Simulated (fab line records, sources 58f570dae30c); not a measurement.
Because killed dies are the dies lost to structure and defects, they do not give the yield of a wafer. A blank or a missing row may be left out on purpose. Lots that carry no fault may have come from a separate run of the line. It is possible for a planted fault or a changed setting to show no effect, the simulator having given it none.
fab line records	flow berkeley_cmos170
[record] lots = 14	wafers = 42	last_day = 13
route steps=331 shown V2@304 M3@310
lots that met no fault: from a run of the same line without faults
start_h: the number of hours between the record's first day and the start of the first shown wafer of the lot	wait_h: hours from the lot's prior step to this one	" as in the row above	L1.1+2: a row that stands for several wafers	- no value present, or no start provided	* or withheld: withheld	< > ~ a bound
route shown NAME@n: NAME is a module with steps in the file, n the number in the route of the first one	usual: mean and standard deviation over wafers with no fault	same: alike in all rows	chamber/n: place in a boat	sites: each site's reading	_std_site: how widely they spread, as a standard deviation	_edge_site: inner sites' mean taken away from outer sites' mean	radius_mm: how far each site lies from the wafer's centre	mask NAME#n: copy n	behind: the tool/chamber that last shaped the wafer	hold: what put the lot on hold/how long, in hours/how the hold closed	device: the transistor (n, p or np) that didn't switch	end of line: the same wafers' tests at the end of the route	a step with no rows: only its recipe	killed: dies lost to structure and defects at the first sort, not the wafer's yield	map: per-die view of a wafer (x killed, . not killed, _ where there is no die)
set.NAME: the run value of the setting; set.NAME@STEP: its run value at that earlier step	model.NAME: the simulator's own value behind a step, which no gauge read
route steps across a sampled set of lots; one table per step, one row per wafer
services: a tool's chamber out of use, with start hour (start_h, from the record's first day; less than 0 if before it), hours out, and reason
[[steps]]
[step UCB170_V2_CD_MEAS_12]
[recipe] target_cd_nm = 700
[usual] cd_nm = 700.8/1.5
lot.wafer	tool	chamber	start_h	wait_h	cd_nm
L614.1	cd_sem-02	-	184.19	-	701.6
L614.2	"	-	"	"	701.0
L614.5	"	-	"	"	701.5
L613.3	cd_sem-01	-	184.50	-	701.1
L613.5	"	-	"	"	699.5
L613.6	"	-	"	"	700.6
L615.1	cd_sem-01	-	194.87	-	700.9
L615.4	"	-	"	"	701.4
L615.6	"	-	"	"	701.3
L616.3	cd_sem-02	-	197.40	-	700.4
L616.4	"	-	"	"	700.2
L616.5	"	-	"	"	700.6
L621.1	cd_sem-01	-	229.53	-	698.9
L621.3	"	-	"	"	699.6
L621.4	"	-	"	"	697.9
L620.1	cd_sem-02	-	230.95	-	703.0
L620.5	"	-	"	"	702.7
L620.6	"	-	"	"	702.7
L623.4	cd_sem-01	-	239.48	-	702.3
L623.5	"	-	"	"	702.0
L623.6	"	-	"	"	703.0
L627.1	cd_sem-02	-	255.47	-	701.1
L627.5	"	-	"	"	701.8
L627.6	"	-	"	"	702.8
L630.3	cd_sem-01	-	270.75	-	700.3
L630.4	"	-	"	"	700.6
L630.6	"	-	"	"	700.6
L629.2	cd_sem-01	-	273.32	-	699.8
L629.3	"	-	"	"	700.0
L629.4	"	-	"	"	701.4
L632.1	cd_sem-02	-	289.46	-	698.5
L632.3	"	-	"	"	700.2
L632.6	"	-	"	"	699.5
L634.3	cd_sem-01	-	298.03	-	700.3
L634.4	"	-	"	"	701.2
L634.5	"	-	"	"	700.5
L635.1	cd_sem-01	-	298.63	-	697.6
L635.3	"	-	"	"	698.5
L635.4	"	-	"	"	698.5
L636.4	cd_sem-02	-	305.40	-	701.6
L636.5	"	-	"	"	702.6
L636.6	"	-	"	"	702.3
[step UCB170_M3_SPUTTER_01]
[recipe] material = Al	target_thk_nm = 900	time_s = 120	power_w = 6000	chamber_pressure_pa = 0.5
[usual] chamber_pressure_pa = 0.4997/0.001	throttle_valve_pct = 29.9/1.2
lot.wafer	tool	chamber	start_h	wait_h	chamber_pressure_pa	throttle_valve_pct
L614.1	pvd_sputter-03	-	184.81	0.0	0.5010	30.6
L614.2	"	-	"	"	0.4994	27.6
L614.5	"	-	"	"	0.5015	31.1
L613.3	pvd_sputter-04	-	185.09	0.0	0.5011	30.6
L613.5	"	-	"	"	0.4993	30.5
L613.6	"	-	"	"	0.4988	30.1
L615.1	pvd_sputter-01	-	195.49	0.0	0.5006	31.0
L615.4	"	-	"	"	0.4983	29.4
L615.6	"	-	"	"	0.5001	29.6
L616.3	pvd_sputter-03	-	197.98	0.0	0.5021	28.3
L616.4	"	-	"	"	0.4978	27.6
L616.5	"	-	"	"	0.5020	28.3
L621.1	pvd_sputter-01	-	230.15	0.0	0.5003	31.3
L621.3	"	-	"	"	0.4998	28.1
L621.4	"	-	"	"	0.5017	28.9
L620.1	pvd_sputter-04	-	231.57	0.0	0.4999	30.8
L620.5	"	-	"	"	0.4997	30.1
L620.6	"	-	"	"	0.4990	30.2
L623.4	pvd_sputter-04	-	240.05	0.0	0.4987	31.1
L623.5	"	-	"	"	0.5003	31.2
L623.6	"	-	"	"	0.4990	30.2
L627.1	pvd_sputter-04	-	256.09	0.0	0.4985	29.8
L627.5	"	-	"	"	0.4984	30.2
L627.6	"	-	"	"	0.5001	30.6
L630.3	pvd_sputter-03	-	271.33	0.0	0.5018	28.4
L630.4	"	-	"	"	0.5018	27.9
L630.6	"	-	"	"	0.5008	31.0
L629.2	pvd_sputter-01	-	273.92	0.0	0.5002	29.1
L629.3	"	-	"	"	0.5000	27.7
L629.4	"	-	"	"	0.4996	30.8
L632.1	pvd_sputter-01	-	290.08	0.0	0.4985	31.2
L632.3	"	-	"	"	0.5016	29.4
L632.6	"	-	"	"	0.4993	31.1
L634.3	pvd_sputter-03	-	298.61	0.0	0.4976	28.4
L634.4	"	-	"	"	0.5005	27.8
L634.5	"	-	"	"	0.5003	28.3
L635.1	pvd_sputter-04	-	299.25	0.0	0.5009	30.4
L635.3	"	-	"	"	0.4998	30.0
L635.4	"	-	"	"	0.4974	31.1
L636.4	pvd_sputter-04	-	305.96	0.0	0.4998	30.5
L636.5	"	-	"	"	0.4982	31.2
L636.6	"	-	"	"	0.5002	29.9
[step UCB170_M3_METAL_ETCH_18]
[recipe] chemistry = Cl2/BCl3	target = Al	stop_on = SiO2	pressure_mtorr = 12	target_depth_a = 11700	over_etch_frac = 0.3	time_s = 200.3	icp_w = 600	bias_w = 120	Cl2_flow_sccm = 90	bcl3_flow_sccm = 45
[usual] drypump_motor_current_A = 5.8/0.53	oes_product_au = 0.861/0.017	throttle_valve_pct = 24.39/0.047
lot.wafer	tool	chamber	start_h	wait_h	drypump_motor_current_A	oes_product_au	rf_hours_counter_h	throttle_valve_pct
L614.1	rie_metal-02	1	187.74	-	6.5	0.854	7	24.38
L614.2	"	0	"	"	6.2	0.882	9	24.43
L614.5	"	1	"	"	6.5	0.860	-	24.37
L613.3	rie_metal-01	1	188.03	-	5.0	0.851	-	24.29
L613.5	"	1	"	"	5.0	0.860	-	24.32
L613.6	"	0	"	"	5.6	0.881	-	24.39
L615.1	rie_metal-02	1	197.83	-	6.5	0.861	8	24.39
L615.4	"	0	"	"	6.2	0.866	-	24.44
L615.6	"	0	"	"	6.2	0.869	-	24.43
L616.3	rie_metal-01	1	200.50	-	5.1	0.848	-	24.32
L616.4	"	0	"	"	5.6	0.882	-	24.42
L616.5	"	0	"	"	5.6	0.865	-	24.43
L621.1	rie_metal-02	0	232.59	-	6.2	0.877	10	24.43
L621.3	"	1	"	"	6.6	0.857	-	24.38
L621.4	"	0	"	"	6.2	0.870	-	24.40
L620.1	rie_metal-02	0	234.56	-	6.2	0.870	10	24.43
L620.5	"	1	"	"	6.6	0.853	-	24.38
L620.6	"	0	"	"	6.2	0.876	-	24.43
L623.4	rie_metal-04	1	242.29	-	5.5	0.823	-	24.40
L623.5	"	1	"	"	5.4	0.822	-	24.38
L623.6	"	0	"	"	5.4	0.879	-	24.45
L627.1	rie_metal-04	0	258.12	-	5.5	0.873	2	24.47
L627.5	"	0	"	"	5.5	0.881	-	24.46
L627.6	"	1	"	"	5.5	0.818	-	24.40
L630.3	rie_metal-01	0	273.93	-	5.6	0.875	-	24.40
L630.4	"	1	"	"	5.0	0.860	-	24.30
L630.6	"	0	"	"	5.6	0.874	-	24.43
L629.2	rie_metal-04	0	276.43	-	5.4	0.886	2	24.46
L629.3	"	1	"	"	5.5	0.840	-	24.39
L629.4	"	0	"	"	5.4	0.886	-	24.46
L632.1	rie_metal-01	1	292.23	-	5.0	0.863	10	24.31
L632.3	"	1	"	"	5.1	0.859	-	24.31
L632.6	"	1	"	"	5.0	0.850	-	24.30
L634.3	rie_metal-01	0	301.31	-	5.6	0.866	-	24.42
L634.4	"	1	"	"	5.1	0.857	-	24.31
L634.5	"	1	"	"	5.1	0.850	-	24.32
L635.1	rie_metal-04	0	301.87	-	5.4	0.884	3	24.47
L635.3	"	0	"	"	5.4	0.883	-	24.46
L635.4	"	1	"	"	5.5	0.825	-	24.38
L636.4	rie_metal-01	1	308.71	-	5.0	0.851	-	24.30
L636.5	"	0	"	"	5.6	0.871	-	24.42
L636.6	"	1	"	"	5.0	0.848	-	24.30
[step UCB170_M3_STRIP_19]
[recipe] chemistry = O2	power_w = 400	pressure_mtorr = 3500	platen_temp_c = withheld	o2_flow_sccm = 400	overash_fraction = 0.5
[usual] drypump_motor_current_A = 5.75/0.22	oes_product_au = 0.517/0.012
lot.wafer	tool	chamber	start_h	wait_h	drypump_motor_current_A	oes_product_au	rf_hours_counter_h
L614.1	plasma_asher-01	1	187.92	0.1	5.92	0.517	48
L614.2	"	0	"	"	5.89	0.489	48
L614.5	"	0	"	"	5.90	0.511	-
L613.3	plasma_asher-01	0	188.18	0.1	5.89	0.543	-
L613.5	"	0	"	"	5.87	0.536	-
L613.6	"	1	"	"	5.90	0.511	-
L615.1	plasma_asher-03	0	198.02	0.1	5.72	0.514	9
L615.4	"	0	"	"	5.71	0.504	-
L615.6	"	0	"	"	5.69	0.494	-
L616.3	plasma_asher-04	0	200.66	0.1	5.22	0.517	-
L616.4	"	1	"	"	5.85	0.517	-
L616.5	"	0	"	"	5.22	0.522	-
L621.1	plasma_asher-01	1	232.78	0.1	5.92	0.658	53
L621.3	"	1	"	"	5.90	0.670	-
L621.4	"	0	"	"	5.90	0.663	-
L620.1	plasma_asher-03	0	234.75	0.1	5.71	0.649	12
L620.5	"	1	"	"	5.82	0.670	-
L620.6	"	0	"	"	5.70	0.647	-
L623.4	plasma_asher-03	1	242.45	0.1	5.78	0.518	-
L623.5	"	1	"	"	5.80	0.524	-
L623.6	"	0	"	"	5.69	0.530	-
L627.1	plasma_asher-04	1	258.30	0.1	5.84	0.535	55
L627.5	"	0	"	"	5.21	0.539	-
L627.6	"	1	"	"	5.85	0.526	-
L630.3	plasma_asher-04	0	274.09	0.1	5.21	0.506	-
L630.4	"	1	"	"	5.85	0.519	-
L630.6	"	1	"	"	5.87	0.509	-
L629.2	plasma_asher-03	1	276.62	0.1	5.77	0.531	17
L629.3	"	1	"	"	5.81	0.516	-
L629.4	"	0	"	"	5.69	0.521	-
L632.1	plasma_asher-04	1	292.42	0.1	5.87	0.530	58
L632.3	"	0	"	"	5.19	0.532	-
L632.6	"	1	"	"	5.86	0.531	-
L634.3	plasma_asher-01	0	301.47	0.1	5.92	0.514	-
L634.4	"	1	"	"	5.91	0.524	-
L634.5	"	1	"	"	5.91	0.527	-
L635.1	plasma_asher-03	1	302.06	0.1	5.79	0.529	20
L635.3	"	1	"	"	5.83	0.517	-
L635.4	"	0	"	"	5.70	0.508	-
L636.4	plasma_asher-01	0	308.87	0.1	5.90	0.528	-
L636.5	"	0	"	"	5.89	0.516	-
L636.6	"	1	"	"	5.92	0.532	-
[step UCB170_M3_BOW_MEAS_20]
[recipe] mode = bow
[usual] M3_BOW = 35/7.1
lot.wafer	tool	chamber	start_h	wait_h	M3_BOW[um]
L614.1	film_metro-01	-	188.14	0.1	43
L614.2	"	-	"	"	39
L614.5	"	-	"	"	44
L613.3	film_metro-03	-	188.41	0.1	31
L613.5	"	-	"	"	24
L613.6	"	-	"	"	37
L615.1	film_metro-03	-	198.24	0.1	34
L615.4	"	-	"	"	36
L615.6	"	-	"	"	30
L616.3	film_metro-03	-	200.89	0.1	35
L616.4	"	-	"	"	27
L616.5	"	-	"	"	43
L621.1	film_metro-02	-	233.04	0.1	38
L621.3	"	-	"	"	35
L621.4	"	-	"	"	21
L620.1	film_metro-01	-	234.97	0.1	37
L620.5	"	-	"	"	33
L620.6	"	-	"	"	46
L623.4	film_metro-02	-	242.70	0.1	29
L623.5	"	-	"	"	25
L623.6	"	-	"	"	31
L627.1	film_metro-02	-	258.52	0.1	37
L627.5	"	-	"	"	19
L627.6	"	-	"	"	39
L630.3	film_metro-03	-	274.31	0.1	34
L630.4	"	-	"	"	43
L630.6	"	-	"	"	55
L629.2	film_metro-02	-	276.86	0.1	34
L629.3	"	-	"	"	31
L629.4	"	-	"	"	24
L632.1	film_metro-01	-	292.64	0.1	36
L632.3	"	-	"	"	34
L632.6	"	-	"	"	25
L634.3	film_metro-03	-	301.69	0.1	30
L634.4	"	-	"	"	36
L634.5	"	-	"	"	46
L635.1	film_metro-02	-	302.28	0.1	24
L635.3	"	-	"	"	39
L635.4	"	-	"	"	27
L636.4	film_metro-01	-	309.12	0.1	30
L636.5	"	-	"	"	25
L636.6	"	-	"	"	38
[[services]]
tool	chamber	start_h	hours	kind
rie_metal-04	-	166.79	2.8	pm
pvd_sputter-03	-	177.99	3.9	repair
pvd_sputter-01	-	183.19	2.5	repair
rie_metal-04	0	184.19	-	clean
rie_metal-04	0	184.19	19.9	scheduled_down
rie_metal-04	0	184.19	19.9	vent_cycle
rie_metal-01	-	190.60	2.8	pm
plasma_asher-03	-	208.77	6.9	repair
plasma_asher-01	-	218.85	1.7	repair
plasma_asher-04	-	224.19	13.4	repair
rie_metal-01	-	224.33	14.6	pm
plasma_asher-04	-	248.66	2.8	pm
pvd_sputter-04	-	287.40	0.9	repair
[[key]]
[first_sign] step = UCB170_M3_STRIP_19	reading = oes_product_au	direction = up	sigmas = 11	usual = 0.517	struck = 0.660
effect none on later readings
met_at UCB170_M3_METAL_ETCH_18
struck_lots L620,L621
sort_left_out L620.1,L620.5,L620.6,L621.1,L621.3,L621.4
not_acting_at UCB170_V2_CD_MEAS_12,UCB170_M3_SPUTTER_01,UCB170_M3_BOW_MEAS_20
onset_between 197.83 232.59
[fault] kind = process_parameter_drift	tool = rie_metal-02	chamber = -	onset_h = 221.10	steps = UCB170_M3_METAL_ETCH_18	channel = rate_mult	offset = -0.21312	shape = step	end_h = 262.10
// sort_left_out: the simulated sort isn't trusted on such a fault, so these wafers' sort isn't shown, and their yield isn't known
